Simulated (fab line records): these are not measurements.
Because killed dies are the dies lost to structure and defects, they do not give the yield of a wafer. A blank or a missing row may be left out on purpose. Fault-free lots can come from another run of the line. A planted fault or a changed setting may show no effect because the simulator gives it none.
What tool caused it? ; flow rit cmos ; Sampling: 14 lots, 42 wafers, 4 of 202 route steps

## WHAT EACH GAUGE READ, for each wafer
RIT_GATE_CD_MEAS_16 targets a cd of 150 nm. Usual: cd nm 149.2 nm, standard deviation 2.3.
lot;measured;on;cd nm (nm);flag
L190;day 2 12:26;cd sem-01;149.9 150.8 153.6;
L191;day 2 18:25;cd sem-02;152.0 149.4 150.1;
L194;day 3 08:02;cd sem-02;148.3 148.0 144.7;
L196;day 3 19:43;cd sem-02;148.8 146.1 147.0;
L197;day 3 22:26;cd sem-02;149.5 151.7 149.8;
L198;day 4 04:14;cd sem-02;149.8 148.3 149.4;
L199;day 4 10:13;cd sem-02;148.1 150.2 150.4;
L200;day 4 14:55;cd sem-02;145.4 147.9 146.6;
L204;day 5 10:11;cd sem-02;59.9 59.3 58.4;OFF
L206;day 5 21:14;cd sem-02;73.3 71.7 74.2;OFF
L209;day 6 11:10;cd sem-02;149.3 150.6 148.8;
L211;day 6 22:23;cd sem-02;151.3 150.2 150.9;
L212;day 7 02:53;cd sem-02;149.1 151.2 150.4;
L213;day 7 12:09;cd sem-02;148.9 149.2 148.6;

RIT_CONTACT_OVL_MEAS_09. Usual: for CONTACT_OVL the level is -0.8 nm and the standard deviation is 1.2.
lot;measured;on;CONTACT_OVL (nm);flag
L190;day 3 03:38;overlay-02;0.8 0.6 0.7;
L191;day 3 09:26;overlay-02;0.2 0.2 -0.3;
L194;day 3 23:00;overlay-02;-1.8 -2.0 -0.3;
L196;day 4 11:02;overlay-02;-2.2 0.0 0.9;
L197;day 4 14:15;overlay-01;0.4 -1.1 1.0;
L198;day 4 19:18;overlay-02;-1.6 -1.2 -0.5;
L199;day 5 01:32;overlay-01;-2.9 -1.5 -0.2;
L200;day 5 06:28;overlay-01;-2.1 0.1 0.1;
L209;day 7 02:07;overlay-01;-0.7 0.3 0.1;
L211;day 7 13:13;overlay-01;-1.2 -2.8 1.1;
L212;day 7 19:44;overlay-02;-1.2 -3.3 -2.6;
L213;day 8 03:34;overlay-02;-1.8 -1.5 -1.1;

## WHICH TOOL RAN EACH LOT (tool, then ch and the chambers of the sampled wafers, then the start)
lot;RIT_GATE_COAT_11;RIT_PSD_STRIP_09
L190;litho track-03 ch 0, day 2 11:37;plasma asher-01 ch 0,1, day 3 00:47
L191;litho track-03 ch 0, day 2 17:44;plasma asher-02 ch 0,1, day 3 06:37
L194;litho track-02 ch 0, day 3 07:13;plasma asher-04 ch 0,1, day 3 20:02
L196;litho track-04 ch 0, day 3 18:52;plasma asher-04 ch 0,1, day 4 07:54
L197;litho track-02 ch 0, day 3 21:44;plasma asher-04 ch 0,1, day 4 11:23
L198;litho track-02 ch 0, day 4 03:25;plasma asher-01 ch 0,1, day 4 16:18
L199;litho track-03 ch 0, day 4 09:23;plasma asher-02 ch 0,1, day 4 22:34
L200;litho track-04 ch 0, day 4 14:05;plasma asher-02 ch 0,1, day 5 03:29
L204;litho track-02 ch 0, day 5 09:22;-
L206;litho track-02 ch 0, day 5 20:22;-
L209;litho track-04 ch 0, day 6 10:29;plasma asher-04 ch 0,1, day 6 23:16
L211;litho track-04 ch 0, day 6 21:32;plasma asher-04 ch 0,1, day 7 10:22
L212;litho track-03 ch 0, day 7 02:11;plasma asher-04 ch 0, day 7 16:44
L213;litho track-04 ch 0, day 7 11:28;plasma asher-02 ch 0,1, day 8 00:45
- RIT_GATE_COAT_11: resist thk 850 nm.
- RIT_PSD_STRIP_09: strips in O2, time 180 s.

## WHAT THE TOOLS THEMSELVES READ (means of the sampled wafers that have a number; where no wafer has one, the mark that the record gives instead)
RIT_PSD_STRIP_09. Usual: drypump motor current A 5.9 A, standard deviation 0.52.
lot;tool;drypump motor current A (A);flag
L190;plasma asher-01;6.0;
L191;plasma asher-02;5.0;
L194;plasma asher-04;6.0;
L196;plasma asher-04;6.1;
L197;plasma asher-04;6.1;
L198;plasma asher-01;6.0;
L199;plasma asher-02;5.0;
L200;plasma asher-02;5.0;
L209;plasma asher-04;6.2;
L211;plasma asher-04;6.0;
L212;plasma asher-04;5.9;
L213;plasma asher-02;5.0;

## THE ANSWER, worked out from the rows above alone
Rule: lot off if the mean of its wafers having a number is beyond 3 standard deviations from the usual mean. Also off: a lot with no number at a reading for which 4 or more lots have one. Any other lot the step has rows for is counted as sound. First the gauges in route order, then the tools' own readings, where a lot's mean is used as printed above. The first step at which some lot is off is used, and at that step the reading that is off furthest; a lot without a number counts as furthest.
Off: L204, L206, at RIT_GATE_CD_MEAS_16 (cd nm).
If a tool, at a process step before that reading, ran all the lots that are off and no sound lot after the first of them, it fits. Those tools and the gauges at RIT_GATE_CD_MEAS_16 are tried in the same way. One fits: RIT_GATE_COAT_11 on litho track-02. A fault onset in the window from L198 (day 4 03:25, its last sound lot) to L204 (day 5 09:22, its first lot off) fits.

## WHAT THE SIMULATOR HAD INSERTED
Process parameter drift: litho track-02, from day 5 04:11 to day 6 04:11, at RIT_GATE_COAT_11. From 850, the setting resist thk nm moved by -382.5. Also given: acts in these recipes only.
Lots struck among those shown: L204, L206. The rule above found the same.
